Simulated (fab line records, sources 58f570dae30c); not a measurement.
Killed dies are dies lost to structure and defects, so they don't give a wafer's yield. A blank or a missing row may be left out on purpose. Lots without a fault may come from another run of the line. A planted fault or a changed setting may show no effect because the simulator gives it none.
Which tool did it? | flow berkeley_cmos170 | 13 lots, 39 wafers sampled, at 6 steps of a route of 331

WHAT THE GAUGES READ, wafer by wafer
UCB170_SILICIDE_RS_MEAS_02: measures by four-point-probe. Usual: SILICIDE_TI_RS 26.1 ohm/sq, standard deviation 0.31.
lot  | measured     | on            | SILICIDE_TI_RS (ohm/sq) | flag
L150 | day 6 22:16  | film_metro-04 | 25.9 26.0 26.1          |
L152 | day 7 11:35  | film_metro-03 | 26.1 26.3 26.4          |
L153 | day 8 04:58  | film_metro-04 | 25.4 25.5 25.6          |
L154 | day 8 05:14  | film_metro-03 | 25.5 25.4 25.5          |
L155 | day 8 05:11  | film_metro-04 | 26.1 26.1 26.0          |
L157 | day 8 12:21  | film_metro-03 | 26.5 26.5 26.3          |
L159 | day 8 21:11  | film_metro-04 | 26.5 26.4 26.5          |
L163 | day 9 11:27  | film_metro-04 | 25.9 26.0 25.7          |
L161 | day 9 11:49  | film_metro-01 | 19.4 25.8 25.9          | OFF
L167 | day 10 03:11 | film_metro-04 | 25.9 25.9 25.8          |
L170 | day 11 02:23 | film_metro-03 | 25.7 25.6 26.0          |
L171 | day 11 03:01 | film_metro-01 | 26.1 26.2 26.4          |
L172 | day 11 11:08 | film_metro-03 | 26.2 26.0 26.1          |

UCB170_SILICIDE_THK_MEAS_03: measures by xrf. Usual: SILICIDE_TI_THK 29.7 nm, standard deviation 0.34.
lot  | measured     | on            | SILICIDE_TI_THK (nm) | flag
L150 | day 6 22:22  | film_metro-04 | 29.8 29.8 29.6       |
L152 | day 7 11:42  | film_metro-03 | 29.3 29.0 29.0       |
L153 | day 8 05:05  | film_metro-04 | 30.4 30.2 30.3       |
L154 | day 8 05:19  | film_metro-03 | 30.0 30.1 30.0       |
L155 | day 8 05:18  | film_metro-04 | 29.6 29.5 29.8       |
L157 | day 8 12:28  | film_metro-03 | 29.4 29.3 29.4       |
L159 | day 8 21:19  | film_metro-04 | 29.2 29.5 29.2       |
L163 | day 9 11:33  | film_metro-04 | 29.9 29.7 29.9       |
L161 | day 9 11:55  | film_metro-01 | 38.2 30.0 30.0       | OFF
L167 | day 10 03:18 | film_metro-04 | 30.0 30.1 30.0       |
L170 | day 11 02:29 | film_metro-03 | 30.0 30.2 29.7       |
L171 | day 11 03:07 | film_metro-01 | 29.8 29.8 29.5       |
L172 | day 11 11:15 | film_metro-03 | 29.4 29.7 29.4       |

UCB170_CONTACT_CD_MEAS_90: target cd 700 nm. Usual: cd_nm 700.0 nm, standard deviation 1.4.
lot  | measured     | on        | cd_nm (nm)        | flag
L150 | day 7 02:51  | cd_sem-02 | 698.8 699.2 699.6 |
L152 | day 7 17:07  | cd_sem-02 | 699.7 700.0 700.9 |
L153 | day 8 09:55  | cd_sem-02 | 702.0 700.0 700.9 |
L154 | day 8 11:13  | cd_sem-02 | 700.3 700.5 698.1 |
L155 | day 8 10:56  | cd_sem-01 | 700.9 699.4 700.6 |
L157 | day 8 18:58  | cd_sem-01 | 699.6 700.7 699.2 |
L159 | day 9 02:29  | cd_sem-01 | 702.4 701.0 702.7 |
L163 | day 9 17:28  | cd_sem-01 | 698.7 700.0 698.8 |
L161 | day 9 18:11  | cd_sem-01 | 701.5 703.5 701.1 |
L167 | day 10 07:32 | cd_sem-01 | 700.4 700.6 701.5 |
L170 | day 11 12:11 | cd_sem-01 | 701.3 701.0 701.6 |
L171 | day 11 12:13 | cd_sem-02 | 698.7 697.4 698.2 |
L172 | day 11 16:08 | cd_sem-02 | 699.2 700.3 699.8 |

UCB170_M1_OVL_MEAS_10. Usual: M1_OVL 2 nm, standard deviation 6.1.
lot  | measured     | on         | M1_OVL (nm) | flag
L150 | day 7 04:41  | overlay-01 | -1 10 -6    |
L152 | day 7 19:48  | overlay-02 | 3 2 0       |
L153 | day 8 11:52  | overlay-01 | 12 -4 8     |
L154 | day 8 13:27  | overlay-02 | 0 5 -1      |
L155 | day 8 12:38  | overlay-01 | 4 4 10      |
L157 | day 8 22:05  | overlay-02 | 5 5 9       |
L159 | day 9 06:02  | overlay-02 | -2 3 9      |
L163 | day 9 19:13  | overlay-01 | 7 4 2       |
L161 | day 9 19:50  | overlay-02 | 0 1 14      |
L167 | day 10 10:59 | overlay-02 | -1 -10 5    |
L170 | day 11 13:43 | overlay-01 | -2 -5 8     |
L171 | day 11 13:59 | overlay-02 | 6 8 5       |
L172 | day 11 17:49 | overlay-02 | -3 8 7      |

UCB170_V1_THK_MEAS_01. Usual: V1_TEOS_THK 1998 nm, standard deviation 25.
lot  | measured     | on            | V1_TEOS_THK (nm) | flag
L150 | day 7 08:07  | film_metro-04 | 1994 2000 2027   |
L152 | day 7 23:41  | film_metro-02 | 1986 2000 1987   |
L153 | day 8 16:14  | film_metro-04 | 1989 1996 2035   |
L154 | day 8 16:16  | film_metro-01 | 2017 2018 1998   |
L155 | day 8 16:15  | film_metro-02 | 2004 1968 2001   |
L157 | day 9 04:14  | film_metro-04 | 2006 1979 2046   |
L159 | day 9 13:16  | film_metro-04 | 1985 1963 1992   |
L163 | day 9 23:34  | film_metro-01 | 1974 1997 1987   |
L161 | day 9 23:38  | film_metro-02 | 2004 2045 2019   |
L167 | day 10 15:50 | film_metro-04 | 1978 2010 1984   |
L170 | day 11 18:46 | film_metro-01 | 1993 2023 1990   |
L171 | day 11 18:45 | film_metro-04 | 1942 1999 2020   |
L172 | day 11 21:19 | film_metro-01 | 1965 1986 1981   |

WHICH TOOL RAN EACH LOT (tool, then ch and the chambers of the sampled wafers, then the start)
lot  | UCB170_SILICIDE_SPUTTER_01
L150 | pvd_sputter-01, day 6 22:13
L152 | pvd_sputter-03, day 7 11:33
L153 | pvd_sputter-01, day 8 04:56
L154 | pvd_sputter-04, day 8 05:08
L155 | pvd_sputter-01, day 8 05:08
L157 | pvd_sputter-01, day 8 12:16
L159 | pvd_sputter-03, day 8 21:10
L163 | pvd_sputter-04, day 9 11:22
L161 | pvd_sputter-03, day 9 11:46
L167 | pvd_sputter-04, day 10 03:09
L170 | pvd_sputter-01, day 11 02:19
L171 | pvd_sputter-01, day 11 02:58
L172 | pvd_sputter-04, day 11 11:06
- UCB170_SILICIDE_SPUTTER_01: material Ti, target thk 30 nm, time 25 s.

WHAT THE TOOLS THEMSELVES READ (means of the sampled wafers that have a number; where no wafer has one, the mark that the record gives instead)
UCB170_SILICIDE_SPUTTER_01. Usual: cathode_dc_power_W 1500.0 W, standard deviation 0.29; throttle_valve_pct 29.8 %, standard deviation 0.86.
lot  | tool           | cathode_dc_power_W (W) | throttle_valve_pct (%) | flag
L150 | pvd_sputter-01 | 1499.8                 | 29.9                   |
L152 | pvd_sputter-03 | 1500.1                 | 30.3                   |
L153 | pvd_sputter-01 | 1499.8                 | 30.1                   |
L154 | pvd_sputter-04 | 1500.3                 | 29.4                   |
L155 | pvd_sputter-01 | 1499.9                 | 29.8                   |
L157 | pvd_sputter-01 | 1500.4                 | 30.2                   |
L159 | pvd_sputter-03 | 1500.1                 | 30.0                   |
L163 | pvd_sputter-04 | 1500.0                 | 30.1                   |
L161 | pvd_sputter-03 | 1638.6                 | 29.3                   | OFF
L167 | pvd_sputter-04 | 1499.9                 | 29.8                   |
L170 | pvd_sputter-01 | 1500.3                 | 29.8                   |
L171 | pvd_sputter-01 | 1500.1                 | 30.3                   |
L172 | pvd_sputter-04 | 1499.7                 | 29.8                   |

THE ANSWER, worked out from the rows above alone
Rule: a lot is off if the mean of its wafers that have a number lies more than 3 standard deviations from the usual mean. A lot without any number at a reading at which 4 lots or more have one is off too. The other lots that the step has rows for count as sound. The gauges are gone through in route order, then the tools' own readings, and for those a lot's mean is taken as printed above. The first step at which some lot is off is used, and at that step the reading that is off furthest; a lot without a number counts as furthest.
Off: L161, at UCB170_SILICIDE_RS_MEAS_02 (SILICIDE_TI_RS).
A tool fits if, at a process step before that reading, it ran every lot that is off, and no sound lot after the first of them. The gauges at UCB170_SILICIDE_RS_MEAS_02 aren't tried: what is off there is off at UCB170_SILICIDE_SPUTTER_01 too, on other tools, and a gauge's error can't cause that. One fits: pvd_sputter-03 at UCB170_SILICIDE_SPUTTER_01. Its last sound lot is L159 (day 8 21:10), its first lot that is off L161 (day 9 11:46): a fault that began between those two fits.
The tool's own readings at UCB170_SILICIDE_SPUTTER_01 bear it out: on the lots that are off they differ by more than 5 times the standard deviation of the sound lots' means. cathode_dc_power_W reads 1638.6 W there against 1500.0 W on the sound lots.

WHAT THE SIMULATOR HAD PUT IN
Process parameter drift: pvd_sputter-03, from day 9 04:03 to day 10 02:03, at UCB170_SILICIDE_SPUTTER_01. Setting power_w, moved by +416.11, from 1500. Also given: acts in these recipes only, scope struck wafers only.
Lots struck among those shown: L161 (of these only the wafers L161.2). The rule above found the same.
